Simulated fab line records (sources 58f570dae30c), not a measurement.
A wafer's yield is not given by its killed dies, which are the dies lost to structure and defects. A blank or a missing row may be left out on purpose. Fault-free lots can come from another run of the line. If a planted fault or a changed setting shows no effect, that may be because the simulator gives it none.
Which tool is to blame? / flow berkeley-cmos170 / 6 lots with 18 wafers sampled at 2 steps, on a route of 331 steps

WHAT THE GAUGES SHOWED, per wafer
UCB170_NWELL_OVL_MEAS_12.
lot=L394; measured=day 2 06:26; on=overlay-02; NWELL_OVL (nm)=-1 -4 3
lot=L400; measured=day 3 14:06; on=overlay-02; NWELL_OVL (nm)=4 4 2
lot=L402; measured=day 4 04:11; on=overlay-02; NWELL_OVL (nm)=- - -
lot=L410; measured=day 5 19:35; on=overlay-01; NWELL_OVL (nm)=6 4 6
lot=L412; measured=day 6 05:05; on=overlay-01; NWELL_OVL (nm)=2 -7 -4
lot=L414; measured=day 6 18:34; on=overlay-02; NWELL_OVL (nm)=-3 -8 7

TOOL THAT RAN EACH LOT (tool first, then ch and the chambers of the sampled wafers, then the start)
lot=L394; UCB170_NWELL_EXPOSE_09=krf-scanner-01 ch 0, day 2 06:03
lot=L400; UCB170_NWELL_EXPOSE_09=krf-scanner-02 ch 0, day 3 13:44
lot=L402; UCB170_NWELL_EXPOSE_09=krf-scanner-01 ch 0, day 4 03:50
lot=L410; UCB170_NWELL_EXPOSE_09=krf-scanner-01 ch 0, day 5 18:52
lot=L412; UCB170_NWELL_EXPOSE_09=krf-scanner-01 ch 0, day 6 04:39
lot=L414; UCB170_NWELL_EXPOSE_09=krf-scanner-01 ch 0, day 6 18:02
- UCB170_NWELL_EXPOSE_09: exposes mask NWELL, target cd 3000 nm.

THE ANSWER, worked out from the rows above alone
Rule: usual is defined by the lots themselves. The widest of any qualifying gaps counts: lots, ordered by their means at a reading, are off when they make up no more than a third of the lots, leave a main group of 4 or more, and stand apart from it by 3 or more times the standard deviation of that group's means. Not used: any main group whose means are identical at the precision the tables above print for the reading. A lot without any number at a reading at which 4 lots or more have one is off too. Where the step has rows for the other lots, those lots are counted as sound.
Off: L402, at UCB170_NWELL_OVL_MEAS_12 (NWELL_OVL). Without a number there: L402. Mean 1 nm and standard deviation 3.1 in the main group.
A tool fits if, at a process step before that reading, it ran every lot that is off, and no sound lot after the first of them. Those tools and the gauges at UCB170_NWELL_OVL_MEAS_12 are tried in the same way. None of those tried fits.

WHAT THE SIMULATOR HAD INSERTED
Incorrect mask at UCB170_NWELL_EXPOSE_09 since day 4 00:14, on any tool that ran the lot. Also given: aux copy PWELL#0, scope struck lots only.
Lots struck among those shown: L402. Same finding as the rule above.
